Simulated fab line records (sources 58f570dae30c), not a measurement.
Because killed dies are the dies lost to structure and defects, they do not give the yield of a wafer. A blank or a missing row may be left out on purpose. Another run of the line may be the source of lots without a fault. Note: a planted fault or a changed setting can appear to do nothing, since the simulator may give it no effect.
Split-lot experiment	flow berkeley cmos170	5 lots, 23 wafers read, on a route of 331 steps

THE SPLIT
At UCB170_PFIELD_IMPLANT_07, the setting energy kev was moved away from the recipe's 80 on 11 of the 23 wafers read, by -4.5% to +5.5%. For the rest of the wafers, this setting stayed at what the recipe calls for.

Reading taken at the split's own step.

THE READING
implant.drp nm (the simulator's own value, which no gauge read), in nm, at UCB170_PFIELD_IMPLANT_07. The file gives no usual value for it.

wafer	tool, chamber at the split	energy kev as run	against the recipe	implant.drp nm, nm	against lot-mates on the recipe
L079.2	implanter-03, 0	80	recipe	74.86	-
L079.3	implanter-03, 0	80	recipe	74.86	-
L079.6	implanter-03, 0	80	recipe	74.86	-
L080.2	implanter-02, 0	80	recipe	74.86	-
L080.4	implanter-02, 0	80	recipe	74.86	-
L080.6	implanter-02, 0	80	recipe	74.86	-
L080.3	implanter-02, 0	77.49	-3.1%	73.71	-1.15
L080.5	implanter-02, 0	77.49	-3.1%	73.71	-1.15
L083.1	implanter-02, 0	76.37	-4.5%	73.18	-1.68
L083.2	implanter-02, 0	76.37	-4.5%	73.18	-1.68
L083.6	implanter-02, 0	76.37	-4.5%	73.18	-1.68
L083.4	implanter-02, 0	80	recipe	74.86	-
L083.5	implanter-02, 0	80	recipe	74.86	-
L084.1	implanter-03, 0	84.39	+5.5%	76.74	+1.88
L084.3	implanter-03, 0	84.39	+5.5%	76.74	+1.88
L084.4	implanter-03, 0	84.39	+5.5%	76.74	+1.88
L084.2	implanter-03, 0	80	recipe	74.86	-
L084.6	implanter-03, 0	80	recipe	74.86	-
L085.1	implanter-03, 0	83.7	+4.6%	76.45	+1.59
L085.3	implanter-03, 0	83.7	+4.6%	76.45	+1.59
L085.6	implanter-03, 0	83.7	+4.6%	76.45	+1.59
L085.4	implanter-03, 0	80	recipe	74.86	-
L085.5	implanter-03, 0	80	recipe	74.86	-

FIT RESULTS
A straight line over all 23 wafers: implant.drp nm changes by +0.353 nm for each +1% of energy kev; r = +1.00; the points scatter about the line by 0.031 nm.
The same after taking each lot's own level away (the mean of its wafers on the recipe; 23 wafers): +0.353 nm for each +1%; r = +1.00; scatter 0.031 nm.
Per that fit: largest energy kev move, reading shift of 1.9 nm.
The lots' own levels span 74.860 to 74.860 nm.
So the lot-to-lot level changes the slope little: the two slopes agree.
Check: for one of the wafers moved furthest among these (+5.5%), held out of the fit, the line's prediction against its lot-mates is +1.92 nm. Against them it came out at +1.88 nm.

THESE WAFERS: OTHER SPLITS
Other splits were also applied to these wafers ahead of the reading. Each is held against what the fit with the lots' levels taken away leaves over:
other split on the same wafers	wafers away from the commonest value	r with implant.drp nm (lot level and that fit taken away)
UCB170_NWELL_CVD_04 sih2cl2 flow sccm	10	-0.23
UCB170_NWELL_COAT_07 resist thk nm	4	+0.14
UCB170_NWELL_ETCH_13 rf w	8	-0.09
UCB170_ACTIVE_CVD_05 nh3 flow sccm	18	-0.03
UCB170_PFIELD_COAT_01 resist thk nm	7	-0.18

THE WHOLE CHAIN: every reading that the file lists as answering this split, in the file's order
step	what it does	reading	change (the file's fit)	r (the file's)
UCB170_PFIELD_IMPLANT_07		implant.rp nm (the simulator's own value, which no gauge read)	+2.14 nm for each +1% of the setting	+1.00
UCB170_PFIELD_IMPLANT_07		implant.drp nm (the simulator's own value, which no gauge read)	+0.353 nm for each +1% of the setting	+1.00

THE FILE'S OWN FIT
implant.drp nm changes by +0.353 nm for each +1% of energy kev, r = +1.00.
